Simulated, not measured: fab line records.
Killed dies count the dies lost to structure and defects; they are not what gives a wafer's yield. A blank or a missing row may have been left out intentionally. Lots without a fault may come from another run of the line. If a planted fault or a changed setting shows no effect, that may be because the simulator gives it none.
fab line records / flow berkeleyCmos170 / part 2 of 2: steps 32 to 44 of 44
[record] lots = 5 wafers = 15 lastDay = 12
route steps=331 shown PLDD@155 NLDD@158 SPACER@171 PSD@175 NSD@187
lots that met no fault: from a run of the same line without faults
startH: start of the lot's first displayed wafer, in hours after the record's first day / waitH: hours from the lot's prior step to this one / " same as the row above / L1.1+2: a row that stands for several wafers / - no value, or no start was given / * or withheld: withheld / < > ~ a bound
route shown NAME@n: names a module that has steps shown in the file, with the first one's number in the route / usual: mean/standard deviation of fault-free wafers / same: alike in all rows / chamber/n: place in a boat / sites: readings site by site / _std_site: standard deviation across them / _edge_site: the outer-site mean with the inner-site mean subtracted / radiusMm: for every site, how far away it sits from the centre of the wafer / mask NAME#n: copy n / behind: the last tool/chamber to shape the wafer / hold: why the lot was held/for how many hours/how that ended / device: whichever transistor did not switch (one of n, p or np) / end of line: tests run on the same wafers once the route is complete / step lacking rows: just its recipe / killed: dies that structure and defects cost at the first sort, which is not the same as the wafer's yield / map: per-die view of a wafer (x killed, . not killed, _ where there is no die)
set.NAME: the setting that was run; set.NAME@STEP: the one run at that earlier step / model.NAME: the simulator's own value behind a step, which no gauge read
certain route steps with their lots: each step a table, each wafer a row
services: the hour from which a tool's chamber was out of use, counted from the record's first day as startH (under 0 if before that day), plus the number of hours and why
[[steps]]
[step UCB170_PSD_CLEAN_11]
[recipe] chemistry = SPM tempC = 120 timeS = 600
lot.wafer=L080.1+2+6 tool=wetBench-01 chamber=3 startH=187.36 waitH=0.8
lot.wafer=L085.1+5+6 tool=wetBench-03 chamber=1 startH=198.06 waitH=0.2
lot.wafer=L087.1+2+4 tool=wetBench-03 chamber=1 startH=229.89 waitH=0.1
lot.wafer=L088.2+5+6 tool=wetBench-03 chamber=2 startH=230.08 waitH=0.0
lot.wafer=L096.2+3+5 tool=wetBench-02 chamber=1 startH=259.47 waitH=0.1
[step UCB170_NSD_HMDS_00]
[recipe] primeTimeS = 60 primeTempC = 100
lot.wafer=L080.1+2+6 tool=lithoTrack-02 chamber=0 startH=187.93 waitH=0.4
lot.wafer=L085.1+5+6 tool=lithoTrack-01 chamber=0 startH=198.39 waitH=0.2
lot.wafer=L087.1+2+4 tool=lithoTrack-02 chamber=0 startH=230.44 waitH=0.4
lot.wafer=L088.2+5+6 tool=lithoTrack-04 chamber=0 startH=230.46 waitH=0.2
lot.wafer=L096.2+3+5 tool=lithoTrack-02 chamber=0 startH=259.89 waitH=0.2
[step UCB170_NSD_COAT_01]
[recipe] resist = KrF spinRpm = 1500 resistThkNm = 900
[usual] spinSpeedRpm = 1500.2/0.92
lot.wafer=L080.1 tool=lithoTrack-02 chamber=0 startH=188.08 waitH=0.1 spinSpeedRpm=1500.4
lot.wafer=L080.2 tool=lithoTrack-02 chamber=0 startH=188.08 waitH=0.1 spinSpeedRpm=1500.6
lot.wafer=L080.6 tool=lithoTrack-02 chamber=0 startH=188.08 waitH=0.1 spinSpeedRpm=1500.3
lot.wafer=L085.1 tool=lithoTrack-01 chamber=0 startH=198.54 waitH=0.1 spinSpeedRpm=1500.6
lot.wafer=L085.5 tool=lithoTrack-01 chamber=0 startH=198.54 waitH=0.1 spinSpeedRpm=1500.5
lot.wafer=L085.6 tool=lithoTrack-01 chamber=0 startH=198.54 waitH=0.1 spinSpeedRpm=1501.1
lot.wafer=L087.1 tool=lithoTrack-02 chamber=0 startH=230.59 waitH=0.1 spinSpeedRpm=1499.8
lot.wafer=L087.2 tool=lithoTrack-02 chamber=0 startH=230.59 waitH=0.1 spinSpeedRpm=1498.8
lot.wafer=L087.4 tool=lithoTrack-02 chamber=0 startH=230.59 waitH=0.1 spinSpeedRpm=1501.2
lot.wafer=L088.2 tool=lithoTrack-04 chamber=0 startH=230.61 waitH=0.1 spinSpeedRpm=1500.2
lot.wafer=L088.5 tool=lithoTrack-04 chamber=0 startH=230.61 waitH=0.1 spinSpeedRpm=1497.2
lot.wafer=L088.6 tool=lithoTrack-04 chamber=0 startH=230.61 waitH=0.1 spinSpeedRpm=1499.4
lot.wafer=L096.2 tool=lithoTrack-02 chamber=0 startH=260.04 waitH=0.1 spinSpeedRpm=1499.5
lot.wafer=L096.3 tool=lithoTrack-02 chamber=0 startH=260.04 waitH=0.1 spinSpeedRpm=1501.2
lot.wafer=L096.5 tool=lithoTrack-02 chamber=0 startH=260.04 waitH=0.1 spinSpeedRpm=1500.4
[step UCB170_NSD_SOFTBAKE_02]
[recipe] resist = KrF tempC = 130 timeS = 60
lot.wafer=L080.1+2+6 tool=lithoTrack-02 chamber=0 startH=188.23 waitH=0.1
lot.wafer=L085.1+5+6 tool=lithoTrack-01 chamber=0 startH=198.69 waitH=0.1
lot.wafer=L087.1+2+4 tool=lithoTrack-02 chamber=0 startH=230.74 waitH=0.1
lot.wafer=L088.2+5+6 tool=lithoTrack-04 chamber=0 startH=230.76 waitH=0.1
lot.wafer=L096.2+3+5 tool=lithoTrack-02 chamber=0 startH=260.19 waitH=0.1
[step UCB170_NSD_EXPOSE_03]
[recipe] maskId = NSELECT_MOD na = 0.5 sigmaOuter = 0.6 sourceShape = conventional targetCdNm = 1200 doseMj = 30
lot.wafer=L080.1+2+6 tool=krfScanner-02 chamber=0 startH=188.38 waitH=0.1 mask=NSELECT_MOD#0
lot.wafer=L085.1+5+6 tool=krfScanner-01 chamber=0 startH=- waitH=- mask=NSELECT_MOD#0
lot.wafer=L087.1+2+4 tool=krfScanner-02 chamber=0 startH=231.01 waitH=0.2 mask=NSELECT_MOD#0
lot.wafer=L088.2+5+6 tool=krfScanner-02 chamber=0 startH=231.15 waitH=0.4 mask=NSELECT_MOD#0
lot.wafer=L096.2+3+5 tool=krfScanner-02 chamber=0 startH=260.46 waitH=0.2 mask=NSELECT_MOD#0
[step UCB170_NSD_PEB_04]
[recipe] pebTempC = 130 pebTimeS = withheld resist = KrF
lot.wafer=L080.1+2+6 tool=lithoTrack-01 chamber=0 startH=188.93 waitH=0.5
lot.wafer=L085.1+5+6 tool=lithoTrack-04 chamber=0 startH=- waitH=-
lot.wafer=L087.1+2+4 tool=lithoTrack-04 chamber=0 startH=231.16 waitH=0.1
lot.wafer=L088.2+5+6 tool=lithoTrack-01 chamber=0 startH=231.27 waitH=0.1
lot.wafer=L096.2+3+5 tool=lithoTrack-04 chamber=0 startH=260.73 waitH=0.3
[step UCB170_NSD_DEVELOP_05]
[recipe] developer = TMAH developTimeS = 45 resist = KrF devTempC = 21
lot.wafer=L080.1+2+6 tool=lithoTrack-01 chamber=0 startH=- waitH=-
lot.wafer=L085.1+5+6 tool=lithoTrack-04 chamber=0 startH=- waitH=-
lot.wafer=L087.1+2+4 tool=lithoTrack-04 chamber=0 startH=- waitH=-
lot.wafer=L088.2+5+6 tool=lithoTrack-01 chamber=0 startH=- waitH=-
lot.wafer=L096.2+3+5 tool=lithoTrack-04 chamber=0 startH=- waitH=-
[step UCB170_NSD_CD_MEAS_06]
[recipe] targetCdNm = 1200
[usual] cdNm = 1200.2/1.2
lot.wafer=L080.1 tool=cdSem-01 chamber=- startH=189.21 waitH=- cdNm=1198.7
lot.wafer=L080.2 tool=cdSem-01 chamber=- startH=189.21 waitH=- cdNm=1200.1
lot.wafer=L080.6 tool=cdSem-01 chamber=- startH=189.21 waitH=- cdNm=1200.3
lot.wafer=L085.1 tool=cdSem-02 chamber=- startH=200.59 waitH=- cdNm=1199.9
lot.wafer=L085.5 tool=cdSem-02 chamber=- startH=200.59 waitH=- cdNm=1200.3
lot.wafer=L085.6 tool=cdSem-02 chamber=- startH=200.59 waitH=- cdNm=1199.4
lot.wafer=L087.1 tool=cdSem-01 chamber=- startH=231.44 waitH=- cdNm=1199.9
lot.wafer=L087.2 tool=cdSem-01 chamber=- startH=231.44 waitH=- cdNm=1199.9
lot.wafer=L087.4 tool=cdSem-01 chamber=- startH=231.44 waitH=- cdNm=1199.0
lot.wafer=L088.2 tool=cdSem-02 chamber=- startH=231.65 waitH=- cdNm=1200.5
lot.wafer=L088.5 tool=cdSem-02 chamber=- startH=231.65 waitH=- cdNm=1201.0
lot.wafer=L088.6 tool=cdSem-02 chamber=- startH=231.65 waitH=- cdNm=1200.2
lot.wafer=L096.2 tool=cdSem-02 chamber=- startH=261.00 waitH=- cdNm=1199.1
lot.wafer=L096.3 tool=cdSem-02 chamber=- startH=261.00 waitH=- cdNm=1198.9
lot.wafer=L096.5 tool=cdSem-02 chamber=- startH=261.00 waitH=- cdNm=1200.1
[step UCB170_NSD_OVL_MEAS_07]
[usual] NSD_OVL = 1/5.4
lot.wafer=L080.1 tool=overlay-01 chamber=- startH=189.33 waitH=0.1 NSD_OVL[nm]=-2
lot.wafer=L080.2 tool=overlay-01 chamber=- startH=189.33 waitH=0.1 NSD_OVL[nm]=0
lot.wafer=L080.6 tool=overlay-01 chamber=- startH=189.33 waitH=0.1 NSD_OVL[nm]=1
lot.wafer=L085.1 tool=overlay-02 chamber=- startH=200.71 waitH=0.1 NSD_OVL[nm]=8
lot.wafer=L085.5 tool=overlay-02 chamber=- startH=200.71 waitH=0.1 NSD_OVL[nm]=-1
lot.wafer=L085.6 tool=overlay-02 chamber=- startH=200.71 waitH=0.1 NSD_OVL[nm]=4
lot.wafer=L087.1 tool=overlay-01 chamber=- startH=231.56 waitH=0.1 NSD_OVL[nm]=-3
lot.wafer=L087.2 tool=overlay-01 chamber=- startH=231.56 waitH=0.1 NSD_OVL[nm]=2
lot.wafer=L087.4 tool=overlay-01 chamber=- startH=231.56 waitH=0.1 NSD_OVL[nm]=0
lot.wafer=L088.2 tool=overlay-02 chamber=- startH=231.75 waitH=0.1 NSD_OVL[nm]=14
lot.wafer=L088.5 tool=overlay-02 chamber=- startH=231.75 waitH=0.1 NSD_OVL[nm]=2
lot.wafer=L088.6 tool=overlay-02 chamber=- startH=231.75 waitH=0.1 NSD_OVL[nm]=8
lot.wafer=L096.2 tool=overlay-02 chamber=- startH=261.11 waitH=0.1 NSD_OVL[nm]=-2
lot.wafer=L096.3 tool=overlay-02 chamber=- startH=261.11 waitH=0.1 NSD_OVL[nm]=-7
lot.wafer=L096.5 tool=overlay-02 chamber=- startH=261.11 waitH=0.1 NSD_OVL[nm]=-8
[step UCB170_NSD_IMPLANT_08]
[recipe] species = P doseCm2 = 3e+15 energyKev = 40 tiltDeg = 7
lot.wafer=L080.1+2+6 tool=implanter-01 chamber=0 startH=189.36 waitH=0.0
lot.wafer=L085.1+5+6 tool=implanter-02 chamber=0 startH=200.74 waitH=0.0
lot.wafer=L087.1+2+4 tool=implanter-04 chamber=0 startH=231.59 waitH=0.0
lot.wafer=L088.2+5+6 tool=implanter-02 chamber=0 startH=231.81 waitH=0.0
lot.wafer=L096.2+3+5 tool=implanter-04 chamber=0 startH=261.17 waitH=0.0
[step UCB170_NSD_STRIP_09]
[recipe] chemistry = O2 powerW = 385.4 pressureMtorr = 3500 platenTempC = withheld o2FlowSccm = 400 overashFraction = 0.5
[usual] drypumpMotorCurrentA = 6.0/0.34 oesProductAu = 0.526/0.0048 stripTimeToEndpointS = 36.85/0.071
lot.wafer=L080.1 tool=plasmaAsher-01 chamber=0 startH=189.51 waitH=0.1 drypumpMotorCurrentA=6.5 oesProductAu=0.531 rfHoursCounterH=48 stripTimeToEndpointS=36.84
lot.wafer=L080.2 tool=plasmaAsher-01 chamber=1 startH=189.51 waitH=0.1 drypumpMotorCurrentA=6.0 oesProductAu=0.521 rfHoursCounterH=48 stripTimeToEndpointS=36.82
lot.wafer=L080.6 tool=plasmaAsher-01 chamber=0 startH=189.51 waitH=0.1 drypumpMotorCurrentA=6.5 oesProductAu=0.524 rfHoursCounterH=- stripTimeToEndpointS=36.79
lot.wafer=L085.1 tool=plasmaAsher-01 chamber=1 startH=200.89 waitH=0.1 drypumpMotorCurrentA=6.0 oesProductAu=0.525 rfHoursCounterH=50 stripTimeToEndpointS=36.93
lot.wafer=L085.5 tool=plasmaAsher-01 chamber=1 startH=200.89 waitH=0.1 drypumpMotorCurrentA=6.0 oesProductAu=0.522 rfHoursCounterH=- stripTimeToEndpointS=36.95
lot.wafer=L085.6 tool=plasmaAsher-01 chamber=0 startH=200.89 waitH=0.1 drypumpMotorCurrentA=6.5 oesProductAu=0.529 rfHoursCounterH=- stripTimeToEndpointS=36.95
lot.wafer=L087.1 tool=plasmaAsher-01 chamber=1 startH=231.74 waitH=0.1 drypumpMotorCurrentA=6.0 oesProductAu=0.519 rfHoursCounterH=53 stripTimeToEndpointS=36.77
lot.wafer=L087.2 tool=plasmaAsher-01 chamber=0 startH=231.74 waitH=0.1 drypumpMotorCurrentA=6.5 oesProductAu=0.526 rfHoursCounterH=53 stripTimeToEndpointS=36.86
lot.wafer=L087.4 tool=plasmaAsher-01 chamber=1 startH=231.74 waitH=0.1 drypumpMotorCurrentA=6.0 oesProductAu=0.521 rfHoursCounterH=- stripTimeToEndpointS=36.96
lot.wafer=L088.2 tool=plasmaAsher-04 chamber=0 startH=231.93 waitH=0.1 drypumpMotorCurrentA=6.1 oesProductAu=0.527 rfHoursCounterH=52 stripTimeToEndpointS=36.77
lot.wafer=L088.5 tool=plasmaAsher-04 chamber=0 startH=231.93 waitH=0.1 drypumpMotorCurrentA=6.1 oesProductAu=0.525 rfHoursCounterH=- stripTimeToEndpointS=36.77
lot.wafer=L088.6 tool=plasmaAsher-04 chamber=1 startH=231.93 waitH=0.1 drypumpMotorCurrentA=5.3 oesProductAu=0.534 rfHoursCounterH=- stripTimeToEndpointS=36.82
lot.wafer=L096.2 tool=plasmaAsher-03 chamber=1 startH=261.29 waitH=0.1 drypumpMotorCurrentA=5.7 oesProductAu=0.528 rfHoursCounterH=16 stripTimeToEndpointS=36.89
lot.wafer=L096.3 tool=plasmaAsher-03 chamber=1 startH=261.29 waitH=0.1 drypumpMotorCurrentA=5.7 oesProductAu=0.524 rfHoursCounterH=- stripTimeToEndpointS=36.92
lot.wafer=L096.5 tool=plasmaAsher-03 chamber=1 startH=261.29 waitH=0.1 drypumpMotorCurrentA=5.7 oesProductAu=0.521 rfHoursCounterH=- stripTimeToEndpointS=36.84
[step UCB170_NSD_TW_MEAS_10]
[usual] NSD_TW = 4170/21
lot.wafer=L080.1 tool=filmMetro-04 chamber=- startH=189.61 waitH=0.1 NSD_TW=4206
lot.wafer=L080.2 tool=filmMetro-04 chamber=- startH=189.61 waitH=0.1 NSD_TW=4179
lot.wafer=L080.6 tool=filmMetro-04 chamber=- startH=189.61 waitH=0.1 NSD_TW=4193
lot.wafer=L085.1 tool=filmMetro-04 chamber=- startH=200.99 waitH=0.1 NSD_TW=4188
lot.wafer=L085.5 tool=filmMetro-04 chamber=- startH=200.99 waitH=0.1 NSD_TW=4175
lot.wafer=L085.6 tool=filmMetro-04 chamber=- startH=200.99 waitH=0.1 NSD_TW=4171
lot.wafer=L087.1 tool=filmMetro-03 chamber=- startH=231.84 waitH=0.1 NSD_TW=4145
lot.wafer=L087.2 tool=filmMetro-03 chamber=- startH=231.84 waitH=0.1 NSD_TW=4151
lot.wafer=L087.4 tool=filmMetro-03 chamber=- startH=231.84 waitH=0.1 NSD_TW=4160
lot.wafer=L088.2 tool=filmMetro-02 chamber=- startH=232.04 waitH=0.1 NSD_TW=4165
lot.wafer=L088.5 tool=filmMetro-02 chamber=- startH=232.04 waitH=0.1 NSD_TW=4149
lot.wafer=L088.6 tool=filmMetro-02 chamber=- startH=232.04 waitH=0.1 NSD_TW=4153
lot.wafer=L096.2 tool=filmMetro-03 chamber=- startH=261.40 waitH=0.1 NSD_TW=4179
lot.wafer=L096.3 tool=filmMetro-03 chamber=- startH=261.40 waitH=0.1 NSD_TW=4168
lot.wafer=L096.5 tool=filmMetro-03 chamber=- startH=261.40 waitH=0.1 NSD_TW=4170
[step UCB170_NSD_CLEAN_11]
[recipe] chemistry = SPM tempC = 120 timeS = 600
lot.wafer=L080.1+2+6 tool=wetBench-01 chamber=1 startH=189.67 waitH=0.1
lot.wafer=L085.1+5+6 tool=wetBench-04 chamber=0 startH=201.05 waitH=0.1
lot.wafer=L087.1+2+4 tool=wetBench-01 chamber=0 startH=231.90 waitH=0.1
lot.wafer=L088.2+5+6 tool=wetBench-03 chamber=0 startH=232.09 waitH=0.0
lot.wafer=L096.2+3+5 tool=wetBench-04 chamber=2 startH=261.45 waitH=0.0
[[services]]
tool=krfScanner-02 chamber=- startH=151.22 hours=0.6 kind=repair
tool=plasmaAsher-03 chamber=- startH=156.29 hours=0.7 kind=repair
tool=krfScanner-01 chamber=- startH=157.59 hours=0.6 kind=repair
tool=rieDiel-03 chamber=- startH=164.36 hours=0.3 kind=repair
tool=implanter-01 chamber=- startH=165.88 hours=7.0 kind=pm
tool=krfScanner-01 chamber=- startH=167.51 hours=1.3 kind=pm
tool=krfScanner-02 chamber=- startH=170.22 hours=0.8 kind=pm
tool=pecvd-04 chamber=- startH=171.18 hours=1.4 kind=repair
tool=rieDiel-04 chamber=- startH=174.95 hours=0.1 kind=repair
tool=implanter-04 chamber=- startH=191.84 hours=2.4 kind=pm
tool=plasmaAsher-02 chamber=- startH=192.53 hours=0.7 kind=repair
tool=rieDiel-04 chamber=1 startH=195.27 hours=3.9 kind=repair
tool=implanter-02 chamber=- startH=205.82 hours=4.1 kind=pm
tool=krfScanner-01 chamber=- startH=214.98 hours=0.8 kind=pm
tool=implanter-03 chamber=- startH=218.69 hours=4.4 kind=pm
tool=krfScanner-01 chamber=- startH=222.12 hours=1.0 kind=pm
tool=rieDiel-04 chamber=2 startH=230.21 hours=70.9 kind=repair
tool=krfScanner-01 chamber=- startH=232.82 hours=0.8 kind=repair
tool=implanter-03 chamber=- startH=237.12 hours=2.3 kind=repair
tool=rieDiel-03 chamber=2 startH=239.04 hours=15.7 kind=repair
tool=implanter-02 chamber=- startH=239.96 hours=2.3 kind=repair
tool=plasmaAsher-02 chamber=- startH=259.24 hours=6.5 kind=repair
tool=implanter-03 chamber=- startH=259.84 hours=4.6 kind=pm
tool=rieDiel-03 chamber=- startH=260.63 hours=0.7 kind=repair
